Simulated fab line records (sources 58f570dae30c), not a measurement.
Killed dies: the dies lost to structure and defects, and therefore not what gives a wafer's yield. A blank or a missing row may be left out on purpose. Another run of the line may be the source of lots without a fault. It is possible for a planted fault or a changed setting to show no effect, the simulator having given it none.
What tool caused it? :: flow berkeleyCmos170 :: Sampling: 14 lots, 42 wafers, 3 of 331 route steps

== WHAT THE GAUGES READ, wafer by wafer ==
UCB170_CONTACT_OVL_MEAS_16. Usual: CONTACT_OVL -2 nm, standard deviation 4.9.
lot: L433
measured: day 7 05:16
on: overlay-02
CONTACT_OVL (nm): -1 0 0
flag: 

lot: L435
measured: day 7 06:40
on: overlay-01
CONTACT_OVL (nm): 2 9 5
flag: 

lot: L434
measured: day 7 06:48
on: overlay-02
CONTACT_OVL (nm): 1 -4 3
flag: 

lot: L436
measured: day 7 16:04
on: overlay-01
CONTACT_OVL (nm): 5 -3 -4
flag: 

lot: L440
measured: day 8 19:28
on: overlay-02
CONTACT_OVL (nm): -6 1 -5
flag: 

lot: L439
measured: day 8 19:43
on: overlay-01
CONTACT_OVL (nm): 2 4 1
flag: 

lot: L441
measured: day 8 22:29
on: overlay-02
CONTACT_OVL (nm): -8 -6 -9
flag: 

lot: L444
measured: day 9 20:36
on: overlay-02
CONTACT_OVL (nm): -4 -2 -9
flag: 

lot: L445
measured: day 9 21:59
on: overlay-01
CONTACT_OVL (nm): -10 -2 -10
flag: 

lot: L447
measured: day 10 16:00
on: overlay-01
CONTACT_OVL (nm): 3 -3 -2
flag: 

lot: L449
measured: day 10 16:07
on: overlay-02
CONTACT_OVL (nm): -7 3 -8
flag: 

lot: L451
measured: day 11 11:17
on: overlay-01
CONTACT_OVL (nm): 3 3 2
flag: 

lot: L452
measured: day 11 16:46
on: overlay-02
CONTACT_OVL (nm): -3 1 3
flag: 

lot: L454
measured: day 11 17:05
on: overlay-02
CONTACT_OVL (nm): 2 -7 7
flag: 

UCB170_M1_RS_MEAS_01: a four-point-probe measurement. Usual: M1_AL_RS 0.0484 ohm/sq, standard deviation 0.00052.
lot: L433
measured: day 7 05:57
on: filmMetro-04
M1_AL_RS (ohm/sq): 0.0499 0.0490 0.0485
flag: 

lot: L435
measured: day 7 07:20
on: filmMetro-02
M1_AL_RS (ohm/sq): 0.0483 0.0489 0.0479
flag: 

lot: L434
measured: day 7 07:30
on: filmMetro-04
M1_AL_RS (ohm/sq): 0.0483 0.0484 0.0481
flag: 

lot: L440
measured: day 8 20:07
on: filmMetro-02
M1_AL_RS (ohm/sq): 0.0481 0.0490 0.0492
flag: 

lot: L441
measured: day 8 23:13
on: filmMetro-01
M1_AL_RS (ohm/sq): 0.0478 0.0486 0.0478
flag: 

lot: L444
measured: day 9 21:16
on: filmMetro-01
M1_AL_RS (ohm/sq): 0.0493 0.0485 0.0485
flag: 

lot: L445
measured: day 9 22:39
on: filmMetro-02
M1_AL_RS (ohm/sq): 0.0476 0.0472 0.0480
flag: 

lot: L447
measured: day 10 16:40
on: filmMetro-02
M1_AL_RS (ohm/sq): 0.0486 0.0485 0.0485
flag: 

lot: L449
measured: day 10 16:58
on: filmMetro-04
M1_AL_RS (ohm/sq): 0.0489 0.0488 0.0483
flag: 

lot: L451
measured: day 11 12:04
on: filmMetro-02
M1_AL_RS (ohm/sq): 0.0478 0.0476 0.0481
flag: 

lot: L452
measured: day 11 17:28
on: filmMetro-02
M1_AL_RS (ohm/sq): 0.0485 0.0478 0.0476
flag: 

lot: L454
measured: day 11 17:55
on: filmMetro-02
M1_AL_RS (ohm/sq): 0.0489 0.0485 0.0493
flag: 

== WHICH TOOL RAN EACH LOT (tool, then ch and the chambers of the sampled wafers, then the start) ==
lot: L433
UCB170_CONTACT_ETCH_18: rieDiel-04 ch 2,3, day 7 05:00

lot: L435
UCB170_CONTACT_ETCH_18: rieDiel-02 ch 0,1,2, day 7 06:00

lot: L434
UCB170_CONTACT_ETCH_18: rieDiel-04 ch 0,1,3, day 7 06:00

lot: L436
UCB170_CONTACT_ETCH_18: rieDiel-04 ch 0,1,2, day 7 16:00

lot: L440
UCB170_CONTACT_ETCH_18: rieDiel-03 ch 0,1,2, day 8 19:00

lot: L439
UCB170_CONTACT_ETCH_18: rieDiel-04 ch 0,1, day 8 19:00

lot: L441
UCB170_CONTACT_ETCH_18: rieDiel-03 ch 1,2,3, day 8 22:00

lot: L444
UCB170_CONTACT_ETCH_18: rieDiel-02 ch 2,3, day 9 20:00

lot: L445
UCB170_CONTACT_ETCH_18: rieDiel-02 ch 0,2,3, day 9 22:00

lot: L447
UCB170_CONTACT_ETCH_18: rieDiel-03 ch 0,3, day 10 16:00

lot: L449
UCB170_CONTACT_ETCH_18: rieDiel-02 ch 0,1,2, day 10 16:00

lot: L451
UCB170_CONTACT_ETCH_18: rieDiel-03 ch 0,2,3, day 11 11:00

lot: L452
UCB170_CONTACT_ETCH_18: rieDiel-02 ch 0,1,2, day 11 16:00

lot: L454
UCB170_CONTACT_ETCH_18: rieDiel-04 ch 0,2,3, day 11 17:00
- UCB170_CONTACT_ETCH_18: etches PSG in CHF3/CF4/Ar, stops on TiSi2, target depth 840 nm, time 195 s.

== WHAT THE TOOLS THEMSELVES READ (means of the sampled wafers that have a number; where no wafer has one, the mark that the record gives instead) ==
UCB170_CONTACT_ETCH_18. Usual: drypumpMotorCurrentA 5.8 A, standard deviation 0.46; oesProductAu 0.897 a.u., standard deviation 0.015; runLengthS 223.3 s, standard deviation 0.48; throttleValvePct 6.95 %, standard deviation 0.11.
lot: L433
tool: rieDiel-04
drypumpMotorCurrentA (A): 5.4
oesProductAu (a.u.): 0.915
runLengthS (s): 223.6
throttleValvePct (%): 6.90
flag: 

lot: L435
tool: rieDiel-02
drypumpMotorCurrentA (A): 5.8
oesProductAu (a.u.): 0.877
runLengthS (s): 223.6
throttleValvePct (%): 7.01
flag: 

lot: L434
tool: rieDiel-04
drypumpMotorCurrentA (A): 5.5
oesProductAu (a.u.): 0.910
runLengthS (s): 223.0
throttleValvePct (%): 6.88
flag: 

lot: L436
tool: rieDiel-04
drypumpMotorCurrentA (A): 5.8
oesProductAu (a.u.): 1.029
runLengthS (s): 174.6
throttleValvePct (%): 6.85
flag: OFF

lot: L440
tool: rieDiel-03
drypumpMotorCurrentA (A): 6.1
oesProductAu (a.u.): 0.890
runLengthS (s): 223.3
throttleValvePct (%): 7.04
flag: 

lot: L439
tool: rieDiel-04
drypumpMotorCurrentA (A): 5.9
oesProductAu (a.u.): 1.025
runLengthS (s): 174.1
throttleValvePct (%): 6.79
flag: OFF

lot: L441
tool: rieDiel-03
drypumpMotorCurrentA (A): 5.8
oesProductAu (a.u.): 0.905
runLengthS (s): 223.6
throttleValvePct (%): 7.00
flag: 

lot: L444
tool: rieDiel-02
drypumpMotorCurrentA (A): 5.6
oesProductAu (a.u.): 0.893
runLengthS (s): 223.0
throttleValvePct (%): 6.97
flag: 

lot: L445
tool: rieDiel-02
drypumpMotorCurrentA (A): 5.6
oesProductAu (a.u.): 0.900
runLengthS (s): 223.3
throttleValvePct (%): 6.97
flag: 

lot: L447
tool: rieDiel-03
drypumpMotorCurrentA (A): 6.1
oesProductAu (a.u.): 0.882
runLengthS (s): 223.6
throttleValvePct (%): 6.94
flag: 

lot: L449
tool: rieDiel-02
drypumpMotorCurrentA (A): 5.8
oesProductAu (a.u.): 0.875
runLengthS (s): 223.2
throttleValvePct (%): 7.01
flag: 

lot: L451
tool: rieDiel-03
drypumpMotorCurrentA (A): 6.0
oesProductAu (a.u.): 0.892
runLengthS (s): 223.5
throttleValvePct (%): 6.96
flag: 

lot: L452
tool: rieDiel-02
drypumpMotorCurrentA (A): 5.8
oesProductAu (a.u.): 0.887
runLengthS (s): 223.3
throttleValvePct (%): 7.00
flag: 

lot: L454
tool: rieDiel-04
drypumpMotorCurrentA (A): 5.4
oesProductAu (a.u.): 0.904
runLengthS (s): 223.4
throttleValvePct (%): 6.94
flag: 

== THE ANSWER, worked out from the rows above alone ==
Rule: a lot is off if the mean of its wafers that have a number lies more than 3 standard deviations from the usual mean. A lot without any number at a reading at which 4 lots or more have one is off too. Where the step has rows for the other lots, those lots are counted as sound. After the gauges, taken in route order, come the tools' own readings; for these a lot's mean is taken, as printed above. At the first step where some lot is off, the reading lying furthest off is the one used; lots without a number count as furthest.
Off at UCB170_CONTACT_ETCH_18 (runLengthS): L436, L439.
A tool fits if, at that step or a process step before it, it ran every lot that is off, and no sound lot after the first of them. None of those tried fits.

== WHAT THE SIMULATOR HAD PUT IN ==
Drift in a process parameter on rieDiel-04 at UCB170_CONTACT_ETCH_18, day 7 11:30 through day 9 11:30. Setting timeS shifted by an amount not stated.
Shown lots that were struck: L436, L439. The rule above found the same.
